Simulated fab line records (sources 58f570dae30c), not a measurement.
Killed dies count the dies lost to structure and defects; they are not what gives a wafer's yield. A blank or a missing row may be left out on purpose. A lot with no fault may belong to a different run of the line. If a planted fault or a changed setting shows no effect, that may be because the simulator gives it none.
Comparing a struck lot with a sound one | flow berkeleyCmos170 | 14 out of 331 route steps
Sound: these wafers, L384.4, L384.5, L384.6. The struck wafers were L392.1, L392.3, L392.4. Last of all comes the cause.
Per side, at each step with rows, come the tool, then ch with its chambers, and then its first start. Under that, the readings that differ: sound wafers | struck wafers | difference of the means | sigmas: that difference in standard deviations of wafers without a fault.
alike: same words and numbers on both sides, and readings whose means sit less than 2 such deviations apart. not compared: any withheld reading, any reading some wafer has no value for, any bound like >300 that may hide the same value, and any number with overlapping values for which the record gives no deviation.
Wherever a step has rows on one side only, a row that says differs or no value, or a row with sigmas, the two part there. Numbers that don't overlap but have no deviation are shown without sigmas and don't part them. A reading that every wafer of one side lacks parts them only if that side has two wafers or more.

UCB170_M2_METAL_ETCH_18: etches Al in Cl2/BCl3, stops on SiO2, target depth 1170 nm, time 195 s.
  sound on rieMetal-02 ch 0,1, day 7 09:22; struck on rieMetal-02 ch 0,1, day 9 01:29
  alike: chamberPressureMTorr, drypumpMotorCurrentA, oesProductAu, throttleValvePct
  not compared: rfHoursCounterH
UCB170_M2_STRIP_19: strips in O2.
  sound on plasmaAsher-04 ch 0,1, day 7 09:31; struck on plasmaAsher-01 ch 0,1, day 9 01:40
  alike: chamberPressureMTorr, drypumpMotorCurrentA, oesProductAu
  not compared: rfHoursCounterH
UCB170_M2_CD_MEAS_90 targets a cd of 700 nm.
  struck on cdSem-02, day 9 01:46; sound on cdSem-01, day 7 09:38
  alike: cdNm
UCB170_V2_CVD_00: deposits SiO2 from TEOS/O2, target thk 2000 nm, time 250 s.
  sound on pecvd-04 ch 0,1,2, day 7 09:47; struck on pecvd-02 ch 0,1,2, day 9 01:53
  alike: heaterPowerW, susceptorTempC
UCB170_V2_THK_MEAS_01:
  struck on filmMetro-03, day 9 02:02; sound on filmMetro-02, day 7 09:53
  alike: V2_TEOS_THK
UCB170_V2_CMP_02: polishes SiO2.
  sound on cmp-02 ch 0,3, day 7 09:58; struck on cmp-01 ch 0,2,3, day 9 02:06
  alike: headPressurePsi, motorCurrentA
UCB170_V2_BOW_MEAS_03:
  struck on filmMetro-04, day 9 02:24; sound on filmMetro-04, day 7 10:17
  alike: V2_BOW
UCB170_V2_THK_MEAS_04:
  struck on filmMetro-04, day 9 02:31; sound on filmMetro-04, day 7 10:22
  alike: V2_POLISHED_THK
then, 4 steps without rows for these wafers: UCB170_V2_CLEAN_05 (cleans in DIW); UCB170_V2_HMDS_06 (prime time 60 s); UCB170_V2_COAT_07 (resist thk 900 nm); UCB170_V2_SOFTBAKE_08 (time 60 s).
UCB170_V2_EXPOSE_09: exposes mask VIA2, target cd 700 nm.
  sound on krfScanner-01 ch 0, day 7 11:13; struck on krfScanner-01, day 9 03:27
  no value came back on the struck wafers for exposureDoseMJCm2, focusOffsetNm (nm); on the sound wafers exposureDoseMJCm2 reads 36.98 36.98 36.97
  alike: mask
following that, these wafers have no rows for 1 step: UCB170_V2_PEB_10.

== WHERE THEY PART ==
Only at UCB170_V2_EXPOSE_09, within this record.

WHY: the cause the simulator had injected
Skipped step whole: krfScanner-01, from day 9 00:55 on, at UCB170_V2_EXPOSE_09. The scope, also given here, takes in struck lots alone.
